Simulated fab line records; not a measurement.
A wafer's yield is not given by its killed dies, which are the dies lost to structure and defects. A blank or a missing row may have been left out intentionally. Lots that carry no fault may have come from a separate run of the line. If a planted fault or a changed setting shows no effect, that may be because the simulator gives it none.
The tool behind it: which one?	flow rit cmos	Sampling: 14 lots, 42 wafers, 2 of 202 route steps

== WHAT EACH GAUGE READ, for each wafer ==
No reading from a measuring or inspecting step in the record can be judged against a usual standard deviation.

== TOOL THAT RAN EACH LOT (tool first, then ch and the chambers of the sampled wafers, then the start) ==
lot	RIT_SDANNEAL_CLEAN_00	RIT_M1_PROBE_99
L581	wet bench-04 ch 0, day 3 13:34	prober-02, day 3 23:06
L584	wet bench-04 ch 1, day 4 05:31	prober-01, day 4 15:48
L585	wet bench-02 ch 0, day 4 05:57	prober-02, day 4 15:48
L586	wet bench-03 ch 0, day 4 18:22	prober-01, day 5 07:09
L588	wet bench-04 ch 1, day 4 22:16	prober-01, day 5 07:24
L590	wet bench-03 ch 1, day 5 09:32	prober-02, day 5 20:45
L591	wet bench-04 ch 1, day 5 12:31	prober-01, day 5 20:42
L592	wet bench-04 ch 1, day 6 00:06	prober-01, day 6 09:32
L593	wet bench-04 ch 1, day 6 04:11	prober-02, day 6 12:25
L594	wet bench-04 ch 2, day 6 15:50	prober-01, day 6 23:46
L595	wet bench-02 ch 1, day 6 15:54	prober-02, day 7 01:31
L596	wet bench-03 ch 0, day 6 18:46	prober-01, day 7 03:01
L599	wet bench-03 ch 2, day 7 06:17	prober-02, day 7 14:50
L603	wet bench-02 ch 3, day 7 23:32	prober-02, day 8 07:52
- RIT_SDANNEAL_CLEAN_00: cleans in SC1, time 600 s.
- RIT_M1_PROBE_99

== AS READ BY THE TOOLS THEMSELVES (means over the sampled wafers that have a number; for cases with no such wafer, the mark the record gives instead) ==
RIT_SDANNEAL_CLEAN_00.
lot	tool	bath guard temp C (C)	bath heat duty pct (%)	temp c (C)
L581	wet bench-04	74.9	19.6	75.09
L584	wet bench-04	74.1	15.3	75.20
L585	wet bench-02	75.0	19.0	74.96
L586	wet bench-03	75.2	15.5	74.92
L588	wet bench-04	74.2	16.4	75.03
L590	wet bench-03	74.9	14.4	75.03
L591	wet bench-04	74.0	15.7	74.92
L592	wet bench-04	74.1	15.7	75.01
L593	wet bench-04	76.9	15.9	77.61
L594	wet bench-04	77.2	18.0	77.58
L595	wet bench-02	74.9	18.0	75.00
L596	wet bench-03	75.2	15.7	74.93
L599	wet bench-03	74.5	15.8	75.15
L603	wet bench-02	75.8	13.6	74.94

RIT_M1_PROBE_99.
lot	tool	killed_at_M0_to_M3	killed at contacts	killed at front end	killed dies	killed open	killed short
L581	prober-02	0.0	0.0	4.3	4.3	2.3	1.7
L584	prober-01	0.0	0.0	6.0	6.0	1.7	4.3
L585	prober-02	0.0	0.0	5.0	5.0	2.7	2.3
L586	prober-01	0.0	0.0	5.7	5.7	2.0	3.7
L588	prober-01	0.0	0.3	6.7	7.0	3.7	3.3
L590	prober-02	0.0	0.0	14.0	14.0	7.3	6.7
L591	prober-01	0.0	0.0	7.0	7.0	4.7	2.3
L592	prober-01	0.0	0.0	9.3	9.3	5.3	3.7
L593	prober-02	0.0	0.0	5.3	5.3	3.3	2.0
L594	prober-01	0.0	0.3	4.0	4.3	1.7	2.3
L595	prober-02	0.0	0.0	4.7	4.7	2.3	2.3
L596	prober-01	0.0	0.0	8.0	8.0	4.3	3.7
L599	prober-02	0.0	0.0	8.0	8.0	3.3	4.7
L603	prober-02	0.3	0.0	4.3	4.7	2.7	2.0

== THE ANSWER, worked out from the rows above alone ==
Rule: what is usual is taken from the lots themselves. The widest of any qualifying gaps counts: lots, ordered by their means at a reading, are off when they make up no more than a third of the lots, leave a main group of 4 or more, and stand apart from it by 3 or more times the standard deviation of that group's means. Not used: any main group whose means are identical at the precision the tables above print for the reading. A lot without any number at a reading at which 4 lots or more have one is off too. Any other lot the step has rows for is counted as sound. Order of review: gauges by route order, followed by the tools' own readings, for which a lot's mean as printed above is used. At the first step where some lot is off, the reading lying furthest off is the one used; lots without a number count as furthest.
Off, at RIT_SDANNEAL_CLEAN_00 on temp c: L593, L594. The main group: mean 75.02 C, standard deviation 0.088.
If a tool, at that step or one of the process steps before it, ran each lot that is off and ran no sound lot following the first of them, it fits. One fits: RIT_SDANNEAL_CLEAN_00 on wet bench-04. A fault onset in the window from L592 (day 6 00:06, its last sound lot) to L593 (day 6 04:11, its first lot off) fits.
The tool's own readings at RIT_SDANNEAL_CLEAN_00 bear it out: on the lots that are off they differ by more than 5 times the standard deviation of the sound lots' means. temp c reads 77.59 C there against 75.02 C on the sound lots.

== WHAT WAS PUT IN BY THE SIMULATOR ==
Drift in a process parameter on wet bench-04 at RIT_SDANNEAL_CLEAN_00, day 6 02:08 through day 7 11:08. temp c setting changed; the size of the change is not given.
Struck lots among those shown: L593, L594. The rule above reached the same finding.
